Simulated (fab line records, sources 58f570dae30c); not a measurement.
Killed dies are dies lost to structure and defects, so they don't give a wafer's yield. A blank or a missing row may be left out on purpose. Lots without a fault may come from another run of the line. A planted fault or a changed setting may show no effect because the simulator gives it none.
One fault seen from 2 desks | flow berkeley_cmos170 | each desk has only its own numbers; what lay behind them comes last

THE TOOL OWNER'S DESK: litho_track-04
The tool's own readings at UCB170_M3_SOFTBAKE_06 (time 60 s): means of the sampled wafers that have a number, for each lot that ran on this tool. A lot is out of limits, marked OUT, if its mean lies more than 4 standard deviations from the usual mean; the brackets give that distance.
Columns: A = heater_power_total_W at UCB170_M3_SOFTBAKE_06, usual 56.80 W; B = run_length_s at UCB170_M3_SOFTBAKE_06, usual 89.16 s
lot  | first seen here | A               | B
L461 | day 8 09:33     | 56.77           | 89.41
L460 | day 8 09:59     | 56.78           | 89.56
L464 | day 9 05:28     | 60.31 (+76) OUT | 77.90 (-39) OUT
L467 | day 9 10:41     | 60.21 (+74) OUT | 77.94 (-39) OUT
L479 | day 12 02:45    | 56.79           | 89.37
L481 | day 12 05:28    | 56.78           | 89.45
This desk's finding: out of limits on L464, L467; first on L464, day 9 05:28 (heater_power_total_W at UCB170_M3_SOFTBAKE_06). In limits: L461, L460, L479, L481.

THE METROLOGY DESK
What the gauges read, lot by lot, whatever tool the lot ran on: means of the sampled wafers that have a number. A lot is out of limits, marked OUT, if its mean lies more than 4 standard deviations from the usual mean; the brackets give that distance.
Columns: A = SILICIDE_TI_THK at UCB170_SILICIDE_THK_MEAS_03, usual 29.5 nm; B = M3_BOW at UCB170_M3_BOW_MEAS_20, usual 36 um
lot  | first seen here | A    | B
L458 | day 6 15:49     | 29.8 | 36
L459 | day 6 20:04     | 29.8 | 37
L461 | day 7 08:10     | 29.3 | 34
L460 | day 7 08:19     | 29.7 | 38
L462 | day 7 19:40     | 29.2 | 38
L463 | day 7 19:43     | 30.1 | 41
L464 | day 8 09:44     | 29.4 | 43
L467 | day 8 10:23     | 29.8 | 41
L470 | day 9 07:41     | 29.4 | 37
L472 | day 10 09:55    | 29.5 | 42
L478 | day 10 10:19    | 29.2 | 35
L480 | day 11 00:57    | 29.6 | 28
L479 | day 11 03:22    | 29.5 | 33
L481 | day 11 07:05    | 29.6 | 44
This desk's finding: nothing out of limits on any of the 14 lots.

PUT TOGETHER
The tool owner's desk could have raised an alarm at day 9 05:28, on L464, L467.
The metrology desk saw nothing out of limits.
The metrology desk has L464, L467 on record, within its limits.
Of the lots named, all ran UCB170_M3_SOFTBAKE_06 on litho_track-04.

WHAT THE SIMULATOR HAD PUT IN
Process parameter drift: litho_track-04, from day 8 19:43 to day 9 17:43, at UCB170_M3_SOFTBAKE_06. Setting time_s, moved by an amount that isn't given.
Lots struck among those shown: L464, L467.
Hours from the fault's start to each desk's first reading out of limits: the tool owner's desk, 10.
